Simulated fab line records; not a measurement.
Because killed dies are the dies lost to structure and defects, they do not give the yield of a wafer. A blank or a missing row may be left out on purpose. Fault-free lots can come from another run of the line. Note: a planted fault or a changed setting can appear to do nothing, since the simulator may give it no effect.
Split-lot experiment / flow berkeleyCmos170 / on a route of 331 steps: 5 lots, 23 wafers read

== ABOUT THE SPLIT ==
At UCB170_NWELL_ETCH_13 (etches Si3N4 in CH3F/Ar/O2, stops on SiO2, target depth 246.4 nm, time 154 s), the setting timeS was moved away from the recipe's 154 s on 8 of the 23 wafers read, by -12.4% to +11.4%. For the rest of the wafers, this setting stayed at what the recipe calls for.

The split's own step is where the reading is taken.

== THE READING ==
KrF_of_NWELL_COAT_07.thkNm (the simulator's own value, which no gauge read), in nm, at UCB170_NWELL_ETCH_13 (etches Si3N4 in CH3F/Ar/O2, stops on SiO2, target depth 246.4 nm, time 154 s). There is no usual value for it anywhere in the file. The 15 wafers here that ran the recipe average 719.7 nm, standard deviation 1.3 nm.

wafer=L074.1; tool, chamber at the split=rieDiel-02, 2; timeS as run, s=154; against the recipe=recipe; KrF_of_NWELL_COAT_07.thkNm, nm=720.5; against lot-mates on the recipe=-
wafer=L074.2; tool, chamber at the split=rieDiel-02, 0; timeS as run, s=146.5; against the recipe=-4.9%; KrF_of_NWELL_COAT_07.thkNm, nm=729.6; against lot-mates on the recipe=+10.7
wafer=L074.4; tool, chamber at the split=rieDiel-02, 0; timeS as run, s=154; against the recipe=recipe; KrF_of_NWELL_COAT_07.thkNm, nm=717.3; against lot-mates on the recipe=-
wafer=L074.5; tool, chamber at the split=rieDiel-02, 3; timeS as run, s=146.5; against the recipe=-4.9%; KrF_of_NWELL_COAT_07.thkNm, nm=729.2; against lot-mates on the recipe=+10.3
wafer=L074.6; tool, chamber at the split=rieDiel-02, 2; timeS as run, s=146.5; against the recipe=-4.9%; KrF_of_NWELL_COAT_07.thkNm, nm=727.3; against lot-mates on the recipe=+8.4
wafer=L075.1; tool, chamber at the split=rieDiel-03, 0; timeS as run, s=154; against the recipe=recipe; KrF_of_NWELL_COAT_07.thkNm, nm=721.1; against lot-mates on the recipe=-
wafer=L075.2; tool, chamber at the split=rieDiel-03, 3; timeS as run, s=154; against the recipe=recipe; KrF_of_NWELL_COAT_07.thkNm, nm=716.5; against lot-mates on the recipe=-
wafer=L075.3; tool, chamber at the split=rieDiel-03, 1; timeS as run, s=154; against the recipe=recipe; KrF_of_NWELL_COAT_07.thkNm, nm=720; against lot-mates on the recipe=-
wafer=L081.1; tool, chamber at the split=rieDiel-02, 1; timeS as run, s=134.9; against the recipe=-12.4%; KrF_of_NWELL_COAT_07.thkNm, nm=739.7; against lot-mates on the recipe=+19.0
wafer=L081.2; tool, chamber at the split=rieDiel-02, 0; timeS as run, s=154; against the recipe=recipe; KrF_of_NWELL_COAT_07.thkNm, nm=720.2; against lot-mates on the recipe=-
wafer=L081.4; tool, chamber at the split=rieDiel-02, 3; timeS as run, s=134.9; against the recipe=-12.4%; KrF_of_NWELL_COAT_07.thkNm, nm=742.1; against lot-mates on the recipe=+21.4
wafer=L081.5; tool, chamber at the split=rieDiel-02, 2; timeS as run, s=154; against the recipe=recipe; KrF_of_NWELL_COAT_07.thkNm, nm=721.2; against lot-mates on the recipe=-
wafer=L081.6; tool, chamber at the split=rieDiel-02, 3; timeS as run, s=134.9; against the recipe=-12.4%; KrF_of_NWELL_COAT_07.thkNm, nm=743.1; against lot-mates on the recipe=+22.4
wafer=L080.1; tool, chamber at the split=rieDiel-04, 1; timeS as run, s=154; against the recipe=recipe; KrF_of_NWELL_COAT_07.thkNm, nm=718.6; against lot-mates on the recipe=-
wafer=L080.2; tool, chamber at the split=rieDiel-04, 0; timeS as run, s=154; against the recipe=recipe; KrF_of_NWELL_COAT_07.thkNm, nm=719.9; against lot-mates on the recipe=-
wafer=L080.3; tool, chamber at the split=rieDiel-04, 2,3; timeS as run, s=154; against the recipe=recipe; KrF_of_NWELL_COAT_07.thkNm, nm=719.4; against lot-mates on the recipe=-
wafer=L080.4; tool, chamber at the split=rieDiel-04, 2,3; timeS as run, s=154; against the recipe=recipe; KrF_of_NWELL_COAT_07.thkNm, nm=719.4; against lot-mates on the recipe=-
wafer=L080.5; tool, chamber at the split=rieDiel-04, 0; timeS as run, s=154; against the recipe=recipe; KrF_of_NWELL_COAT_07.thkNm, nm=720.3; against lot-mates on the recipe=-
wafer=L082.1; tool, chamber at the split=rieDiel-04, 0; timeS as run, s=154; against the recipe=recipe; KrF_of_NWELL_COAT_07.thkNm, nm=720.9; against lot-mates on the recipe=-
wafer=L082.2; tool, chamber at the split=rieDiel-04, 2; timeS as run, s=171.5; against the recipe=+11.4%; KrF_of_NWELL_COAT_07.thkNm, nm=698.6; against lot-mates on the recipe=-21.9
wafer=L082.3; tool, chamber at the split=rieDiel-04, 3; timeS as run, s=154; against the recipe=recipe; KrF_of_NWELL_COAT_07.thkNm, nm=720.4; against lot-mates on the recipe=-
wafer=L082.4; tool, chamber at the split=rieDiel-04, 0; timeS as run, s=171.5; against the recipe=+11.4%; KrF_of_NWELL_COAT_07.thkNm, nm=701.2; against lot-mates on the recipe=-19.3
wafer=L082.6; tool, chamber at the split=rieDiel-04, 2; timeS as run, s=154; against the recipe=recipe; KrF_of_NWELL_COAT_07.thkNm, nm=720.1; against lot-mates on the recipe=-
If several chambers appear in one row, that row covers several wafers at once and the file leaves open which wafer was in which chamber.

THE FIT
A straight line over all 23 wafers: KrF_of_NWELL_COAT_07.thkNm changes by -1.76 nm for each +1% of timeS; r = -0.99; the points scatter about the line by 1.3 nm.
The same after taking each lot's own level away (the mean of its wafers on the recipe; 23 wafers): -1.76 nm for each +1%; r = -0.99; scatter 1.4 nm.
The reading moves by 22 nm for the largest change in timeS, on that fit.
Across the lots, their own levels run from 718.90 to 720.70 nm, a range of 1.4 times the standard deviation given above.
Consequently the slope shifts little with the lot-to-lot level, the two slopes agreeing.
Check: with one of the wafers moved furthest among these (-12.4%) left out of the fit, the line predicts +22.5 nm for it against its lot-mates. It came out at +19 nm against them.

== THESE WAFERS: OTHER SPLITS ==
Before the reading, these wafers also passed through other splits. Each is held against what the fit with the lots' levels taken away leaves over:
other split on the same wafers=UCB170_ZERO_COAT_01 spinRpm; wafers away from the commonest value=7; r with KrF_of_NWELL_COAT_07.thkNm (lot level and that fit taken away)=+0.07
other split on the same wafers=UCB170_NWELL_CVD_04 tempC; wafers away from the commonest value=15; r with KrF_of_NWELL_COAT_07.thkNm (lot level and that fit taken away)=+0.26

== THE WHOLE CHAIN: every reading that the file lists as answering this split, in the file's order ==
step=UCB170_NWELL_ETCH_13; what it does=etches Si3N4 in CH3F/Ar/O2, stops on SiO2, target depth 246.4 nm, time 154 s; reading=etch.depthNm (the simulator's own value, which no gauge read); change (the file's fit)=not straight: 215.4 at the lowest setting, 223.7 at the recipe, 169.7 at the highest; r (the file's)=not given
step=UCB170_NWELL_ETCH_13; what it does=etches Si3N4 in CH3F/Ar/O2, stops on SiO2, target depth 246.4 nm, time 154 s; reading=KrF_of_NWELL_COAT_07.thkNm (the simulator's own value, which no gauge read); change (the file's fit)=-1.76 nm for each +1% of the setting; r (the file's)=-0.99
step=UCB170_NWELL_STRIP_15; what it does=strips in O2; reading=stripTimeToEndpointS; change (the file's fit)=withheld for each +1% of the setting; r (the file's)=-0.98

== THE FILE'S OWN FIT ==
KrF_of_NWELL_COAT_07.thkNm changes by -1.76 nm for each +1% of timeS, r = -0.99.
